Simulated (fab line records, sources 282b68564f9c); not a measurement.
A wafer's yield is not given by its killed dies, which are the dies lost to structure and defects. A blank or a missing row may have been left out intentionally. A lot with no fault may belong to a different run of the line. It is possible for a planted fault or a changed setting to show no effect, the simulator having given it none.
fab line records -- flow rit-cmos
record: lots: 14, wafers: 42, last-day: 7
route steps=202 shown SILICIDE@162
lots with no fault: from the same line, run without faults
start-h: the number of hours between the record's first day and the start of the first shown wafer of the lot -- wait-h: time in hours since the lot's previous step -- " identical to the entry in the row above -- L1.1+2: a single row standing in for several wafers -- - no value, or no start given -- * or withheld: withheld -- < > ~ a bound
route shown NAME@n: NAME is a module with steps in the file, n the number in the route of the first one -- usual: average and standard deviation across the fault-free wafers -- same: alike in all rows -- chamber/n: place in a boat -- sites: per-site readings -- _std_site: standard deviation of those values -- _edge_site: the outer-site mean with the inner-site mean subtracted -- radius-mm: how far each site lies from the wafer's centre -- mask NAME#n: copy n -- behind: tool/chamber where the wafer was last shaped -- hold: what put the lot on hold/how long, in hours/how the hold closed -- device: transistor that didn't switch, given as n, p or np -- end of line: tests of these same wafers at the route's end -- for a step that has no rows: nothing shown but its recipe -- killed: not the wafer's yield, but the dies lost to structure and defects at the first sort -- map: dies across one wafer; x = killed, . = not, _ = none there
set.NAME: setting as actually run; set.NAME@STEP: the setting as run at that earlier step -- model.NAME: the simulator's own value behind a step, which no gauge read
route steps across a sampled set of lots; one table per step, one row per wafer
services: a tool's chamber out of use, with start hour (start-h, from the record's first day; less than 0 if before it), hours out, and reason
== steps ==
step: RIT_SILICIDE_SPUTTER_01
recipe: material: Ti, target-thk-nm: 30, power-w: 339.5, chamber-pressure-pa: 0.667, gas: Ar, time-s: 240, substrate-temp-c: 25
usual: throttle-valve-pct: 30.1/1
lot.wafer,tool,chamber,start-h,wait-h,throttle-valve-pct
L475.1,pvd-sputter-03,-,52.28,0.0,29.4
L475.4,pvd-sputter-03,-,52.28,0.0,29.5
L475.6,pvd-sputter-03,-,52.28,0.0,29.6
L476.2,pvd-sputter-03,-,59.07,0.0,29.8
L476.3,pvd-sputter-03,-,59.07,0.0,29.5
L476.6,pvd-sputter-03,-,59.07,0.0,29.7
L477.2,pvd-sputter-02,-,61.69,0.0,31.2
L477.3,pvd-sputter-02,-,61.69,0.0,29.3
L477.4,pvd-sputter-02,-,61.69,0.0,30.9
L478.3,pvd-sputter-03,-,69.27,0.0,32.3
L478.4,pvd-sputter-03,-,69.27,0.0,29.4
L478.6,pvd-sputter-03,-,69.27,0.0,30.0
L480.3,pvd-sputter-03,-,80.30,0.0,32.3
L480.5,pvd-sputter-03,-,80.30,0.0,30.0
L480.6,pvd-sputter-03,-,80.30,0.0,32.3
L481.1,pvd-sputter-01,-,85.58,0.0,29.3
L481.3,pvd-sputter-01,-,85.58,0.0,28.8
L481.4,pvd-sputter-01,-,85.58,0.0,30.4
L483.2,pvd-sputter-01,-,98.24,0.0,29.7
L483.4,pvd-sputter-01,-,98.24,0.0,30.3
L483.6,pvd-sputter-01,-,98.24,0.0,29.3
L484.1,pvd-sputter-03,-,104.02,0.0,32.1
L484.4,pvd-sputter-03,-,104.02,0.0,29.2
L484.5,pvd-sputter-03,-,104.02,0.0,29.6
L488.2,pvd-sputter-03,-,125.97,0.0,32.0
L488.3,pvd-sputter-03,-,125.97,0.0,29.4
L488.5,pvd-sputter-03,-,125.97,0.0,30.1
L490.1,pvd-sputter-03,-,136.85,0.0,29.9
L490.2,pvd-sputter-03,-,136.85,0.0,29.5
L490.6,pvd-sputter-03,-,136.85,0.0,29.4
L493.1,pvd-sputter-02,-,144.64,0.0,31.0
L493.3,pvd-sputter-02,-,144.64,0.0,31.4
L493.4,pvd-sputter-02,-,144.64,0.0,31.5
L494.2,pvd-sputter-01,-,151.13,0.0,29.3
L494.3,pvd-sputter-01,-,151.13,0.0,28.4
L494.6,pvd-sputter-01,-,151.13,0.0,29.8
L496.1,pvd-sputter-01,-,157.18,0.0,28.5
L496.3,pvd-sputter-01,-,157.18,0.0,30.4
L496.6,pvd-sputter-01,-,157.18,0.0,30.4
L498.4,pvd-sputter-02,-,167.28,0.0,30.8
L498.5,pvd-sputter-02,-,167.28,0.0,31.0
L498.6,pvd-sputter-02,-,167.28,0.0,29.5
step: RIT_SILICIDE_RS_MEAS_02
recipe: thk-meas-gauge: four-point-probe, reads: Ti_of_SILICIDE_SPUTTER_01
usual: SILICIDE_TI_RS: 49.7/0.63
lot.wafer,tool,chamber,start-h,wait-h,SILICIDE_TI_RS[ohm/sq]
L475.1,film-metro-04,-,52.43,0.1,49.0
L475.4,film-metro-04,-,52.43,0.1,49.7
L475.6,film-metro-04,-,52.43,0.1,49.3
L476.2,film-metro-03,-,59.24,0.1,49.8
L476.3,film-metro-03,-,59.24,0.1,49.8
L476.6,film-metro-03,-,59.24,0.1,49.2
L477.2,film-metro-04,-,61.86,0.1,49.9
L477.3,film-metro-04,-,61.86,0.1,49.8
L477.4,film-metro-04,-,61.86,0.1,49.8
L478.3,film-metro-02,-,69.46,0.1,50.5
L478.4,film-metro-02,-,69.46,0.1,51.1
L478.6,film-metro-02,-,69.46,0.1,51.1
L480.3,film-metro-02,-,80.49,0.1,49.6
L480.5,film-metro-02,-,80.49,0.1,50.3
L480.6,film-metro-02,-,80.49,0.1,50.1
L481.1,film-metro-04,-,85.73,0.1,50.3
L481.3,film-metro-04,-,85.73,0.1,49.9
L481.4,film-metro-04,-,85.73,0.1,49.4
L483.2,film-metro-02,-,98.41,0.1,50.3
L483.4,film-metro-02,-,98.41,0.1,49.7
L483.6,film-metro-02,-,98.41,0.1,49.4
L484.1,film-metro-02,-,104.17,0.1,49.9
L484.4,film-metro-02,-,104.17,0.1,49.8
L484.5,film-metro-02,-,104.17,0.1,50.4
L488.2,film-metro-04,-,126.14,0.1,49.7
L488.3,film-metro-04,-,126.14,0.1,43.3
L488.5,film-metro-04,-,126.14,0.1,50.1
L490.1,film-metro-02,-,137.00,0.1,50.2
L490.2,film-metro-02,-,137.00,0.1,42.6
L490.6,film-metro-02,-,137.00,0.1,49.9
L493.1,film-metro-03,-,144.79,0.1,48.2
L493.3,film-metro-03,-,144.79,0.1,48.1
L493.4,film-metro-03,-,144.79,0.1,48.4
L494.2,film-metro-03,-,151.30,0.1,49.7
L494.3,film-metro-03,-,151.30,0.1,50.2
L494.6,film-metro-03,-,151.30,0.1,49.5
L496.1,film-metro-02,-,157.33,0.1,49.3
L496.3,film-metro-02,-,157.33,0.1,49.5
L496.6,film-metro-02,-,157.33,0.1,49.4
L498.4,film-metro-04,-,167.49,0.1,48.8
L498.5,film-metro-04,-,167.49,0.1,48.6
L498.6,film-metro-04,-,167.49,0.1,48.6
step: RIT_SILICIDE_THK_MEAS_03
recipe: thk-meas-gauge: xrf, reads: Ti_of_SILICIDE_SPUTTER_01
usual: SILICIDE_TI_THK: 29.2/0.3
lot.wafer,tool,chamber,start-h,wait-h,SILICIDE_TI_THK[nm]
L475.1,film-metro-04,-,52.55,0.1,29.6
L475.4,film-metro-04,-,52.55,0.1,29.2
L475.6,film-metro-04,-,52.55,0.1,29.5
L476.2,film-metro-03,-,59.35,0.1,29.1
L476.3,film-metro-03,-,59.35,0.1,29.0
L476.6,film-metro-03,-,59.35,0.1,29.4
L477.2,film-metro-04,-,61.97,0.1,29.0
L477.3,film-metro-04,-,61.97,0.1,29.2
L477.4,film-metro-04,-,61.97,0.1,29.1
L478.3,film-metro-02,-,69.56,0.1,28.8
L478.4,film-metro-02,-,69.56,0.1,28.5
L478.6,film-metro-02,-,69.56,0.1,28.6
L480.3,film-metro-02,-,80.59,0.1,29.0
L480.5,film-metro-02,-,80.59,0.1,28.9
L480.6,film-metro-02,-,80.59,0.1,29.0
L481.1,film-metro-04,-,85.85,0.1,29.1
L481.3,film-metro-04,-,85.85,0.1,29.1
L481.4,film-metro-04,-,85.85,0.1,29.4
L483.2,film-metro-02,-,98.52,0.1,28.9
L483.4,film-metro-02,-,98.52,0.1,29.1
L483.6,film-metro-02,-,98.52,0.1,29.3
L484.1,film-metro-02,-,104.29,0.1,29.2
L484.4,film-metro-02,-,104.29,0.1,29.0
L484.5,film-metro-02,-,104.29,0.1,28.9
L488.2,film-metro-04,-,126.25,0.1,29.4
L488.3,film-metro-04,-,126.25,0.1,33.0
L488.5,film-metro-04,-,126.25,0.1,29.2
L490.1,film-metro-02,-,137.12,0.1,29.0
L490.2,film-metro-02,-,137.12,0.1,33.1
L490.6,film-metro-02,-,137.12,0.1,29.3
L493.1,film-metro-03,-,144.91,0.1,30.0
L493.3,film-metro-03,-,144.91,0.1,29.9
L493.4,film-metro-03,-,144.91,0.1,29.8
L494.2,film-metro-03,-,151.41,0.1,29.1
L494.3,film-metro-03,-,151.41,0.1,29.0
L494.6,film-metro-03,-,151.41,0.1,29.1
L496.1,film-metro-02,-,157.45,0.1,29.4
L496.3,film-metro-02,-,157.45,0.1,29.5
L496.6,film-metro-02,-,157.45,0.1,29.3
L498.4,film-metro-04,-,167.58,0.1,29.6
L498.5,film-metro-04,-,167.58,0.1,29.7
L498.6,film-metro-04,-,167.58,0.1,29.9
== services ==
tool,chamber,start-h,hours,kind
pvd-sputter-01,-,48.58,6.1,repair
pvd-sputter-03,-,98.45,4.7,repair
pvd-sputter-01,-,134.79,14.2,repair
pvd-sputter-03,-,137.25,10.1,repair
pvd-sputter-03,-,166.36,1.0,repair
== key ==
first-sign: step: RIT_SILICIDE_RS_MEAS_02, reading: SILICIDE_TI_RS, direction: down, sigmas: 11, usual: 49.7, struck: 43.0
effect: step: RIT_SILICIDE_THK_MEAS_03, reading: SILICIDE_TI_THK, direction: up, sigmas: 13, usual: 29.2, struck: 33.0
met-at RIT_SILICIDE_SPUTTER_01
struck-lots L488,L490
struck-wafers L488.3,L490.2
tester-left-out L488,L490
onset-between 59.07 125.97
fault: kind: process-parameter-drift, tool: pvd-sputter-03, chamber: -, onset-h: 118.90, steps: RIT_SILICIDE_SPUTTER_01, channel: time-s, offset: *, shape: step, end-h: 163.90, stated: *, scope: struck-wafers-only
tester-left-out: of these lots the tester's yield and bins aren't shown, on N5 and GAA mostly nor the transistor test; their killed dies are dies lost to structure and defects alone, not to doping, threshold or leakage, so they don't give the yield
